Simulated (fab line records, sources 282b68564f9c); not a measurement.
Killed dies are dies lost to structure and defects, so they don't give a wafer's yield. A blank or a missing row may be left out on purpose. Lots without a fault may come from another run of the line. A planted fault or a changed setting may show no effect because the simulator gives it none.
fab line records | flow rit_cmos
record lots=13 wafers=39 last_day=7
route steps=202 shown PRETRO@73 NSD@132 M1@186
lots that met no fault: from a run of the same line without faults
start_h: hours from the record's first day to the start of the lot's first wafer shown | wait_h: hours since the lot's step before | " the same as in the row above | L1.1+2: a row that stands for several wafers | - no value, or no start given | * or withheld: withheld | < > ~ a bound
route shown NAME@n: a module of which the file shows steps, and the number in the route of the first | usual: mean/standard deviation of fault-free wafers | same: alike in all rows | chamber/n: place in a boat | sites: the reading at each site | _std_site: their standard deviation | _edge_site: outer sites' mean less inner sites' | radius_mm: how far each site lies from the wafer's centre | mask NAME#n: copy n | behind: the tool/chamber that last shaped the wafer | hold: why the lot was held/for how many hours/how that ended | device: the transistor (n, p or np) that didn't switch | end of line: the same wafers' tests at the end of the route | a step without rows: its recipe alone | killed: dies lost to structure and defects at the first sort, not the wafer's yield | map: a wafer's dies, x killed, . not, _ none there
set.NAME: the setting as run; set.NAME@STEP: as run at that earlier step | model.NAME: the simulator's own value behind a step, which no gauge read
steps of the route over a sample of lots; a table a step, a row a wafer
services: from which hour (start_h, from the record's first day; less than 0 if before it) a tool's chamber was out of use, for how many hours, and why
## steps
# step RIT_PRETRO_STRIP_09
# recipe chemistry=O2 time_s=180 resist=NOVOLAK platen_temp_c=withheld power_w=500 pressure_mtorr=4000 o2_flow_sccm=4000
# usual drypump_motor_current_A=5.8/0.36
# columns lot.wafer tool chamber start_h wait_h drypump_motor_current_A rf_hours_counter_h
L222.1 plasma_asher-03 1 32.61 0.1 5.6 29
L222.4 " 0 " " 5.7 -
L222.5 " 1 " " 5.6 -
L223.2 plasma_asher-02 0 38.95 0.1 6.5 44
L223.3 " 0 " " 6.6 -
L223.6 " 1 " " 5.8 -
L224.1 plasma_asher-04 1 43.10 0.1 5.4 23
L224.2 " 0 " " 5.7 23
L224.3 " 0 " " 5.6 -
L225.2 plasma_asher-02 1 46.90 0.1 5.8 44
L225.5 " 1 " " 5.8 -
L225.6 " 0 " " 6.5 -
L226.1 plasma_asher-02 1 50.91 0.1 5.8 45
L226.2 " 0 " " 6.6 45
L226.5 " 0 " " 6.5 -
L227.3 plasma_asher-03 0 56.46 0.1 5.7 -
L227.5 " 1 " " 5.6 -
L227.6 " 0 " " 5.7 -
L228.2 plasma_asher-02 1 64.32 0.1 5.8 47
L228.3 " 0 " " 6.6 -
L228.5 " 1 " " 5.8 -
L229.1 plasma_asher-03 0 67.50 0.1 5.7 32
L229.2 " 1 " " 5.6 32
L229.5 " 0 " " 5.7 -
L230.1 plasma_asher-02 0 75.37 0.1 6.6 48
L230.4 " 1 " " 5.8 -
L230.5 " 0 " " 6.6 -
L231.1 plasma_asher-03 0 78.43 0.1 5.7 33
L231.3 " 0 " " 5.7 -
L231.4 " 1 " " 5.6 -
L232.1 plasma_asher-03 1 82.64 0.1 5.6 34
L232.3 " 1 " " 5.6 -
L232.5 " 0 " " 5.7 -
L242.1 plasma_asher-04 0 133.76 0.1 5.6 31
L242.2 " 1 " " 5.4 31
L242.6 " 0 " " 5.6 -
L244.1 plasma_asher-02 1 142.08 0.1 5.8 3
L244.4 " 1 " " 5.8 -
L244.5 " 1 " " 5.8 -
# step RIT_NSD_COAT_01
# recipe resist=NOVOLAK spin_rpm=3250 resist_thk_nm=1000
# usual spin_speed_rpm=3250.0/2.7
# columns lot.wafer tool chamber start_h wait_h spin_speed_rpm
L222.1 litho_track-03 0 46.84 0.1 3249.0
L222.4 " 0 " " 3250.7
L222.5 " 0 " " 3245.6
L223.2 litho_track-03 0 53.59 0.1 3253.4
L223.3 " 0 " " 3249.7
L223.6 " 0 " " 3249.0
L224.1 litho_track-03 0 58.12 0.1 3248.9
L224.2 " 0 " " 3252.3
L224.3 " 0 " " 3246.7
L225.2 litho_track-01 0 65.30 0.1 3248.6
L225.5 " 0 " " 3245.6
L225.6 " 0 " " 3254.1
L226.1 litho_track-03 0 67.60 0.1 3246.7
L226.2 " 0 " " 3251.3
L226.5 " 0 " " 3253.9
L227.3 litho_track-01 0 70.67 0.1 3253.1
L227.5 " 0 " " 3251.3
L227.6 " 0 " " 3252.4
L228.2 litho_track-01 0 79.43 0.1 3252.9
L228.3 " 0 " " 3252.6
L228.5 " 0 " " 3249.2
L229.1 litho_track-03 0 86.35 0.1 3251.7
L229.2 " 0 " " 3248.0
L229.5 " 0 " " 3246.8
L230.1 litho_track-01 0 91.51 0.1 3247.6
L230.4 " 0 " " 3247.0
L230.5 " 0 " " 3242.8
L231.1 litho_track-01 0 94.13 0.1 3251.3
L231.3 " 0 " " 3248.5
L231.4 " 0 " " 3250.8
L232.1 litho_track-01 0 98.49 0.1 3255.9
L232.3 " 0 " " 3248.0
L232.5 " 0 " " 3255.2
L242.1 litho_track-04 0 148.24 0.1 3439.4
L242.2 " 0 " " 3436.8
L242.6 " 0 " " 3435.7
L244.1 litho_track-04 0 156.79 0.1 3440.7
L244.4 " 0 " " 3439.8
L244.5 " 0 " " 3440.1
# step RIT_M1_THK_MEAS_02
# recipe thk_meas_gauge=xrf reads=Al_of_M1_SPUTTER_00
# usual M1_AL_THK=381/4.7
# columns lot.wafer tool chamber start_h wait_h M1_AL_THK[nm]
L222.1 film_metro-04 - 53.83 0.1 383
L222.4 " - " " 376
L222.5 " - " " 381
L223.2 film_metro-04 - 60.47 0.1 381
L223.3 " - " " 382
L223.6 " - " " 377
L224.1 film_metro-04 - 65.26 0.1 380
L224.2 " - " " 384
L224.3 " - " " 383
L225.2 film_metro-03 - 72.64 0.1 393
L225.5 " - " " 391
L225.6 " - " " 385
L226.1 film_metro-04 - 74.59 0.1 375
L226.2 " - " " 380
L226.5 " - " " 378
L227.3 film_metro-01 - 78.07 0.1 384
L227.5 " - " " 381
L227.6 " - " " 382
L228.2 film_metro-01 - 86.91 0.1 378
L228.3 " - " " 385
L228.5 " - " " 377
L229.1 film_metro-04 - 93.39 0.1 377
L229.2 " - " " 383
L229.5 " - " " 374
L230.1 film_metro-04 - 98.52 0.1 392
L230.4 " - " " 378
L230.5 " - " " 389
L231.1 film_metro-03 - 101.01 0.1 373
L231.3 " - " " 380
L231.4 " - " " 376
L232.1 film_metro-04 - 105.81 0.1 379
L232.3 " - " " 373
L232.5 " - " " 377
L242.1 film_metro-04 - 155.31 0.1 379
L242.2 " - " " 379
L242.6 " - " " 378
L244.1 film_metro-04 - 163.81 0.1 373
L244.4 " - " " 379
L244.5 " - " " 379
# step RIT_M1_CD_MEAS_90
# recipe target_cd_nm=2600
# usual cd_nm=2600/3.4
# columns lot.wafer tool chamber start_h wait_h cd_nm
L222.1 cd_sem-02 - 55.82 0.1 2604
L222.4 " - " " 2601
L222.5 " - " " 2600
L223.2 cd_sem-01 - 62.50 0.1 2593
L223.3 " - " " 2594
L223.6 " - " " 2601
L224.1 cd_sem-02 - 67.30 0.1 2600
L224.2 " - " " 2598
L224.3 " - " " 2600
L225.2 cd_sem-01 - 74.51 0.1 2600
L225.5 " - " " 2604
L225.6 " - " " 2597
L226.1 cd_sem-01 - 77.03 0.2 2602
L226.2 " - " " 2599
L226.5 " - " " 2598
L227.3 cd_sem-01 - 80.25 0.1 2601
L227.5 " - " " 2598
L227.6 " - " " 2599
L228.2 cd_sem-02 - 88.82 0.1 2603
L228.3 " - " " 2602
L228.5 " - " " 2601
L229.1 cd_sem-01 - 95.66 0.1 2599
L229.2 " - " " 2599
L229.5 " - " " 2597
L230.1 cd_sem-01 - 100.51 0.1 2603
L230.4 " - " " 2603
L230.5 " - " " 2603
L231.1 cd_sem-01 - 102.99 0.1 2605
L231.3 " - " " 2603
L231.4 " - " " 2602
L232.1 cd_sem-01 - 107.83 0.1 2598
L232.3 " - " " 2602
L232.5 " - " " 2602
L242.1 cd_sem-01 - 157.29 0.1 2607
L242.2 " - " " 2604
L242.6 " - " " 2600
L244.1 cd_sem-02 - 165.67 0.1 2599
L244.4 " - " " 2601
L244.5 " - " " 2602
## services
# columns tool chamber start_h hours kind
plasma_asher-04 - 28.62 1.2 repair
plasma_asher-04 - 53.58 5.2 repair
plasma_asher-03 - 56.99 10.5 repair
plasma_asher-04 - 67.21 15.6 pm
plasma_asher-04 - 96.40 2.3 repair
plasma_asher-02 - 108.75 9.0 pm
plasma_asher-02 0 108.75 9.0 vent_cycle
plasma_asher-02 1 108.75 9.0 vent_cycle
plasma_asher-02 0 117.75 - clean
plasma_asher-02 1 117.75 - clean
## key
first_sign step=RIT_NSD_COAT_01 reading=spin_speed_rpm direction=up sigmas=71 usual=3250.0 struck=3438.7
effect none on later readings
met_at RIT_NSD_COAT_01
struck_lots L242,L244
tester_left_out L242,L244
not_acting_at RIT_PRETRO_STRIP_09,RIT_M1_THK_MEAS_02,RIT_M1_CD_MEAS_90
fault kind=process_parameter_drift tool=litho_track-04 chamber=- onset_h=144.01 steps=RIT_NSD_COAT_01 channel=spin_rpm offset=189.14 shape=step end_h=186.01 acts_in=these_recipes_only stated=3250
# tester_left_out: of these lots the tester's yield and bins aren't shown, on N5 and GAA mostly nor the transistor test; their killed dies are dies lost to structure and defects alone, not to doping, threshold or leakage, so they don't give the yield
